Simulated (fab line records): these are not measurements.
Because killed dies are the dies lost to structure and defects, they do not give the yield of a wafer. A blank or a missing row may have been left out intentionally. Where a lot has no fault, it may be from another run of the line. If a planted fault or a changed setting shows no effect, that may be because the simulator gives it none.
2 desks looking at one fault / flow rit cmos / each desk has only its own numbers; what lay behind them comes last

== THE METROLOGY DESK ==
Lot by lot, what the gauges showed, no matter which tool ran the lot: averages of those sampled wafers that carry a number. A lot is out of limits, marked OUT, if its mean lies more than 4 standard deviations from the usual mean; the brackets give that distance.
Columns: A = ACTIVE_OXIDE_THK at RIT_ACTIVE_THK_MEAS_02, usual 46.9 nm; B = ACTIVE_NITRIDE_THK at RIT_ACTIVE_THK_MEAS_04, usual 150.1 nm; C = cd nm at RIT_ACTIVE_CD_MEAS_11, usual 1400.4 nm
lot=L662; first seen here=day 2 00:55; A=45.9; B=148.7; C=1404.1
lot=L666; first seen here=day 2 18:03; A=46.0; B=150.3; C=1399.2
lot=L672; first seen here=day 4 00:04; A=47.7; B=149.8; C=1400.2
lot=L676; first seen here=day 4 20:03; A=48.1; B=151.0; C=1398.0
lot=L677; first seen here=day 5 01:03; A=47.8; B=149.2; C=1401.2
lot=L679; first seen here=day 5 11:05; A=46.3; B=151.0; C=1397.4
lot=L682; first seen here=day 6 02:04; A=44.9; B=148.1; C=1399.3
Result from this desk: across the 7 lots, nothing is out of limits.

== FOR THE TOOL OWNER'S DESK: rie diel-03 ==
The tool's own readings at RIT_ACTIVE_ETCH_13 (etches Si3N4 in SF6, stops on SiO2, time 210 s, target depth 210 nm): means of the sampled wafers that have a number, for each lot that ran on this tool. A lot is out of limits, marked OUT, if its mean lies more than 4 standard deviations from the usual mean; the brackets give that distance.
Columns: A = drypump motor current A at RIT_ACTIVE_ETCH_13, usual 5.7 A; B = oes product au at RIT_ACTIVE_ETCH_13, usual 0.824 a.u.; C = run length s at RIT_ACTIVE_ETCH_13, usual 238.3 s; D = throttle valve pct at RIT_ACTIVE_ETCH_13, usual 7.54 %
lot=L666; first seen here=day 2 20:44; A=5.6; B=0.830; C=237.9; D=7.50
lot=L672; first seen here=day 4 02:43; A=5.7; B=0.858; C=230.6 (-15) OUT; D=7.35
lot=L676; first seen here=day 4 22:50; A=6.0; B=0.913 (+7.4) OUT; C=223.6 (-28) OUT; D=7.49
lot=L677; first seen here=day 5 03:57; A=5.5; B=0.860; C=231.0 (-14) OUT; D=7.50
This desk finds L672, L676, L677 out of limits, L672 being first, at day 4 02:43 (run length s at RIT_ACTIVE_ETCH_13). In limits: L666.

== TAKEN TOGETHER ==
The tool owner's desk could have raised an alarm at day 4 02:43, on L672, L676, L677.
At the metrology desk, nothing out of limits was observed.
The metrology desk has L672, L676, L677 on record, within its limits.
All the named lots went through RIT_ACTIVE_ETCH_13 on rie diel-03.

== WHAT THE SIMULATOR HAD PUT IN ==
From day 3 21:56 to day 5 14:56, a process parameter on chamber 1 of rie diel-03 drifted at RIT_ACTIVE_ETCH_13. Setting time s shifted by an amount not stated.
Lots struck among those shown: L672, L676, L677.
Delay in hours, fault start to first out-of-limits reading, by desk: the tool owner's desk at 5.
